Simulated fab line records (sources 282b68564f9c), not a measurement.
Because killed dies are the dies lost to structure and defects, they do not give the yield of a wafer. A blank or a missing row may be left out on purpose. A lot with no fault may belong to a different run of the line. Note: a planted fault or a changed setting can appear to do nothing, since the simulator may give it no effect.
Tool commonality check -- flow rit cmos -- 48 wafers sampled across 16 lots

== WHY THIS WAS OPENED ==
RIT_PRETRO_OVL_MEAS_06, reading PRETRO_OVL: flagged on 4 of 16 lots. No-fault wafers: 0.0 nm, standard deviation 1.5.
Rule: a lot gets a flag if all its wafers with a number sit over 4 standard deviations from that mean, or if no wafer of it has a number. The rest of the lots are taken to be sound.

lot,measured,on,"PRETRO_OVL (nm), wafer by wafer",flag
L934,day 2 06:56,overlay-02,-0.4 -0.6 0.0,
L935,day 2 11:24,overlay-01,-1.6 -0.1 -0.7,
L936,day 2 17:23,overlay-02,0.9 -0.6 0.3,
L937,day 2 22:20,overlay-01,0.2 -0.7 -0.4,
L938,day 3 03:11,overlay-02,-0.6 1.4 0.9,
L940,day 3 12:26,overlay-02,242.3 240.4 241.6,FLAGGED
L941,day 3 18:11,overlay-02,1.4 -2.2 0.8,
L942,day 3 23:08,overlay-02,236.7 237.7 237.2,FLAGGED
L944,day 4 09:16,overlay-02,240.8 241.7 240.4,FLAGGED
L945,day 4 14:01,overlay-02,241.6 242.3 241.0,FLAGGED
L946,day 4 19:23,overlay-02,-1.2 -0.4 -1.0,
L951,day 5 19:54,overlay-01,-0.8 -0.3 0.1,
L952,day 6 00:52,overlay-01,1.5 1.2 -0.4,
L953,day 6 08:22,overlay-02,-2.7 -0.3 -0.9,
L954,day 6 13:37,overlay-01,1.4 -0.6 1.0,
L957,day 7 04:02,overlay-02,-1.6 -0.5 -0.7,
The numbers of the flagged lots are 240.3 nm on average: +240.3 nm against the usual, or +99 or more standard deviations.

== WHICH TOOL RAN EACH LOT ==
The record keeps 1 process step preceding the reading, out of 202 steps on the route. Each cell gives the tool, then ch followed by the chambers the sampled wafers passed through, then the start.
lot,flag,RIT_PRETRO_EXPOSE_03
L934,,"iline stepper-02 ch 0, day 2 06:31"
L935,,"iline stepper-02 ch 0, day 2 11:00"
L936,,"iline stepper-02 ch 0, day 2 16:54"
L937,,"iline stepper-01 ch 0, day 2 21:53"
L938,,"iline stepper-01 ch 0, day 3 02:46"
L940,FLAGGED,"iline stepper-01 ch 0, day 3 12:00"
L941,,"iline stepper-02 ch 0, day 3 17:47"
L942,FLAGGED,"iline stepper-01 ch 0, day 3 22:43"
L944,FLAGGED,"iline stepper-01 ch 0, day 4 08:52"
L945,FLAGGED,"iline stepper-01 ch 0, day 4 13:35"
L946,,"iline stepper-02 ch 0, day 4 18:58"
L951,,"iline stepper-02 ch 0, day 5 19:28"
L952,,"iline stepper-02 ch 0, day 6 00:26"
L953,,"iline stepper-02 ch 0, day 6 07:56"
L954,,"iline stepper-02 ch 0, day 6 13:13"
L957,,"iline stepper-02 ch 0, day 7 03:37"
These steps, and what they do:
- RIT_PRETRO_EXPOSE_03: exposes mask M5, target cd 43700 nm.
- RIT_PRETRO_OVL_MEAS_06

== FLAGGED AGAINST TOTAL, ONE TOOL AT A TIME (gauges that did the reading follow at the end) ==
step,tool,lots run,flagged,share of the flagged lots,sound lots run after its first flagged lot
RIT_PRETRO_EXPOSE_03,iline stepper-01,6,4,all,0
RIT_PRETRO_EXPOSE_03,iline stepper-02,10,0,none,-
RIT_PRETRO_OVL_MEAS_06,overlay-01,5,0,none,-
RIT_PRETRO_OVL_MEAS_06,overlay-02,11,4,all,"4 (L941,L946,L953,L957)"

== WHAT THE TABLE ALLOWS ==
In 2 table rows, all flagged lots were run: iline stepper-01 (RIT_PRETRO_EXPOSE_03), overlay-02 (RIT_PRETRO_OVL_MEAS_06).
- iline stepper-01 at RIT_PRETRO_EXPOSE_03: 4 of its 6 lots flagged. Its last sound lot is L938 (day 3 02:46), its first flagged lot L940 (day 3 12:00): a fault that began between those two fits.
- overlay-02 at RIT_PRETRO_OVL_MEAS_06: 4 of its 11 lots flagged. After the first flagged lot (L941, L946, L953, L957), sound lots still ran on it; a lasting fault on the whole tool would not permit that.
iline stepper-01 at RIT_PRETRO_EXPOSE_03 is the single tool remaining.

== WHAT THE SIMULATOR PUT IN ==
Scanner matching overlay: iline stepper-01, from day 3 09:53 on, at RIT_PRETRO_EXPOSE_03. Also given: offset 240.
Lots struck among those shown: L940, L942, L944, L945. The rule above reached the same finding.
